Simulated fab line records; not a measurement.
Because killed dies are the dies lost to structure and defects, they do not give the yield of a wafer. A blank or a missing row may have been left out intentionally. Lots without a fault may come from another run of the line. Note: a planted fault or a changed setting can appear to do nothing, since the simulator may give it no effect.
Which tool did it? | flow berkeley-cmos170 | 39 wafers from 13 lots sampled at 5 of the route's 331 steps

== WHAT THE GAUGES SHOWED, per wafer ==
UCB170_V2_CD_MEAS_12: target cd 700 nm.
lot  | measured     | on        | cd-nm (nm)
L346 | day 8 20:44  | cd-sem-01 | 702.5 701.4 702.4
L348 | day 9 15:10  | cd-sem-01 | 698.4 698.7 699.9
L349 | day 9 15:15  | cd-sem-02 | 701.0 701.3 700.5
L352 | day 10 06:26 | cd-sem-02 | 700.9 699.8 701.1
L355 | day 10 16:54 | cd-sem-01 | 698.4 698.1 698.9
L360 | day 11 15:20 | cd-sem-02 | 699.1 700.7 701.8
L362 | day 11 17:25 | cd-sem-01 | 700.0 700.8 701.1
L359 | day 11 18:11 | cd-sem-02 | 705.9 696.8 711.1
L363 | day 16 16:31 | cd-sem-02 | 698.4 697.6 698.2
L365 | day 16 22:50 | cd-sem-01 | 701.2 700.9 701.3
L366 | day 16 19:03 | cd-sem-01 | 701.8 702.1 701.6
L368 | day 16 19:05 | cd-sem-02 | 701.7 700.7 700.3
L367 | day 16 22:34 | cd-sem-02 | 697.5 697.0 698.7

UCB170_M3_CD_MEAS_15: target cd 700 nm.
lot  | measured     | on        | cd-nm (nm)
L346 | day 8 23:56  | cd-sem-01 | 700.5 698.3 699.8
L348 | day 9 18:05  | cd-sem-02 | 699.1 698.8 699.6
L349 | day 9 18:46  | cd-sem-02 | 699.7 701.0 699.3
L352 | day 10 10:52 | cd-sem-02 | 700.1 700.0 701.4
L355 | day 10 20:17 | cd-sem-02 | 700.6 700.3 701.4
L360 | day 11 18:23 | cd-sem-02 | 698.4 699.1 699.3
L362 | day 11 20:49 | cd-sem-01 | 700.5 700.6 700.3
L359 | day 11 21:25 | cd-sem-01 | 701.1 700.4 700.0
L363 | day 17 02:47 | cd-sem-02 | 698.8 699.5 698.7
L365 | day 17 09:48 | cd-sem-01 | 701.6 700.4 701.6
L366 | day 17 05:56 | cd-sem-01 | 699.6 700.4 700.8
L368 | day 17 05:04 | cd-sem-02 | 700.3 699.6 700.1
L367 | day 17 09:37 | cd-sem-01 | 699.5 699.7 699.5

== EACH LOT AND THE TOOL THAT RAN IT (in order: tool; ch and the chambers of the sampled wafers; start) ==
lot  | UCB170_CONTACT_STRIP_19              | UCB170_M2_ETCH_17                  | UCB170_V2_EXPOSE_09
L346 | plasma-asher-02 ch 0,1, day 8 06:45  | rie-diel-02 ch 2,3, day 8 17:37    | krf-scanner-01 ch 0, day 8 20:08
L348 | plasma-asher-02 ch 1, day 9 01:16    | rie-diel-03 ch 0,2,3, day 9 12:28  | krf-scanner-02 ch 0, day 9 14:33
L349 | plasma-asher-04 ch 0,1, day 9 01:46  | rie-diel-02 ch 2,3, day 9 12:45    | krf-scanner-01 ch 0, day 9 14:47
L352 | plasma-asher-02 ch 0,1, day 9 19:07  | rie-diel-01 ch 0,2, day 10 04:01   | krf-scanner-01 ch 0, day 10 05:53
L355 | plasma-asher-01 ch 0,1, day 10 01:17 | rie-diel-01 ch 0,2,3, day 10 14:13 | krf-scanner-01 ch 0, day 10 16:07
L360 | plasma-asher-02 ch 0,1, day 11 01:46 | rie-diel-03 ch 0,1,3, day 11 12:51 | krf-scanner-01 ch 0, day 11 14:57
L362 | plasma-asher-02 ch 0,1, day 11 02:40 | rie-diel-01 ch 0,2,3, day 11 14:37 | krf-scanner-01 ch 0, day 11 16:45
L359 | plasma-asher-04 ch 0,1, day 11 03:17 | rie-diel-03 ch 0,2,3, day 11 14:50 | krf-scanner-02 ch 0, day 11 17:35
L363 | plasma-asher-02 ch 0,1, day 12 07:26 | rie-diel-02 ch 0,2,3, day 16 12:37 | krf-scanner-02 ch 0, day 16 15:01
L365 | plasma-asher-02 ch 0,1, day 12 07:43 | rie-diel-02 ch 1,2, day 16 15:37   | krf-scanner-02 ch 0, day 16 19:46
L366 | plasma-asher-04 ch 0,1, day 12 11:08 | rie-diel-01 ch 0,1,2, day 16 13:32 | krf-scanner-02 ch 0, day 16 16:22
L368 | plasma-asher-02 ch 0,1, day 12 12:20 | rie-diel-03 ch 1,2, day 16 12:53   | krf-scanner-01 ch 0, day 16 16:03
L367 | plasma-asher-02 ch 0,1, day 12 12:26 | rie-diel-01 ch 0,3, day 16 15:25   | krf-scanner-02 ch 0, day 16 19:29
- UCB170_CONTACT_STRIP_19: strips in O2.
- UCB170_M2_ETCH_17: etches BARC in N2/H2.
- UCB170_V2_EXPOSE_09: exposes mask VIA2, target cd 700 nm.

== AS READ BY THE TOOLS THEMSELVES (means over the sampled wafers that have a number; for cases with no such wafer, the mark the record gives instead) ==
UCB170_CONTACT_STRIP_19.
lot  | tool            | drypump-motor-current-A (A) | oes-product-au (a.u.)
L346 | plasma-asher-02 | 5.8                         | 0.726
L348 | plasma-asher-02 | 5.1                         | 0.725
L349 | plasma-asher-04 | 5.8                         | 0.728
L352 | plasma-asher-02 | 5.5                         | 0.730
L355 | plasma-asher-01 | 6.4                         | 0.727
L360 | plasma-asher-02 | 5.4                         | 0.724
L362 | plasma-asher-02 | 5.4                         | 0.724
L359 | plasma-asher-04 | 5.6                         | 0.721
L363 | plasma-asher-02 | 5.9                         | 0.723
L365 | plasma-asher-02 | 5.4                         | 0.727
L366 | plasma-asher-04 | 5.8                         | 0.728
L368 | plasma-asher-02 | 5.5                         | 0.725
L367 | plasma-asher-02 | 5.5                         | 0.728

UCB170_M2_ETCH_17.
lot  | tool        | drypump-motor-current-A (A) | oes-product-au (a.u.) | throttle-valve-pct (%)
L346 | rie-diel-02 | 5.7                         | 1.015                 | 13.04
L348 | rie-diel-03 | 5.6                         | 1.000                 | 13.27
L349 | rie-diel-02 | 5.7                         | 1.021                 | 13.06
L352 | rie-diel-01 | 5.8                         | 1.030                 | 13.18
L355 | rie-diel-01 | 5.7                         | 1.024                 | 13.21
L360 | rie-diel-03 | 5.6                         | 1.004                 | 13.32
L362 | rie-diel-01 | 5.7                         | 1.007                 | 13.21
L359 | rie-diel-03 | 5.6                         | 0.999                 | 13.26
L363 | rie-diel-02 | 5.9                         | 1.009                 | 13.15
L365 | rie-diel-02 | 5.4                         | 1.003                 | 13.11
L366 | rie-diel-01 | 5.6                         | 1.010                 | 13.26
L368 | rie-diel-03 | 5.6                         | 0.988                 | 13.39
L367 | rie-diel-01 | 5.8                         | 1.017                 | 13.20

UCB170_V2_EXPOSE_09.
lot  | tool           | exposure-dose-mJ-cm2 | stage-vel-mm-s (mm/s)
L346 | krf-scanner-01 | 37.00                | 499.95
L348 | krf-scanner-02 | 36.96                | 500.08
L349 | krf-scanner-01 | 36.97                | 500.17
L352 | krf-scanner-01 | 36.97                | 499.60
L355 | krf-scanner-01 | 36.99                | 499.81
L360 | krf-scanner-01 | 36.96                | 500.06
L362 | krf-scanner-01 | 37.02                | 499.68
L359 | krf-scanner-02 | 35.80                | 500.02
L363 | krf-scanner-02 | 36.97                | 500.08
L365 | krf-scanner-02 | 36.93                | 499.92
L366 | krf-scanner-02 | 36.94                | 500.09
L368 | krf-scanner-01 | 36.97                | 500.24
L367 | krf-scanner-02 | 36.95                | 500.04

== THE ANSWER, worked out from the rows above alone ==
Rule: the lots themselves supply what counts as usual. The widest of any qualifying gaps counts: lots, ordered by their means at a reading, are off when they make up no more than a third of the lots, leave a main group of 4 or more, and stand apart from it by 3 or more times the standard deviation of that group's means. Not used: any main group whose means are identical at the precision the tables above print for the reading. Also off: a lot with no number at a reading for which 4 or more lots have one. The other lots that the step has rows for count as sound. First the gauges in route order, then the tools' own readings, where a lot's mean is used as printed above. The first step at which some lot is off is used, and at that step the reading that is off furthest; a lot without a number counts as furthest.
Off: L359 (UCB170_V2_EXPOSE_09, exposure-dose-mJ-cm2). Main group: mean 36.97, sd 0.024.
A tool fits if, at that step or a process step before it, it ran every lot that is off, and no sound lot after the first of them. Not one of the candidates tried fits.

== WHAT HAD BEEN PUT IN BY THE SIMULATOR ==
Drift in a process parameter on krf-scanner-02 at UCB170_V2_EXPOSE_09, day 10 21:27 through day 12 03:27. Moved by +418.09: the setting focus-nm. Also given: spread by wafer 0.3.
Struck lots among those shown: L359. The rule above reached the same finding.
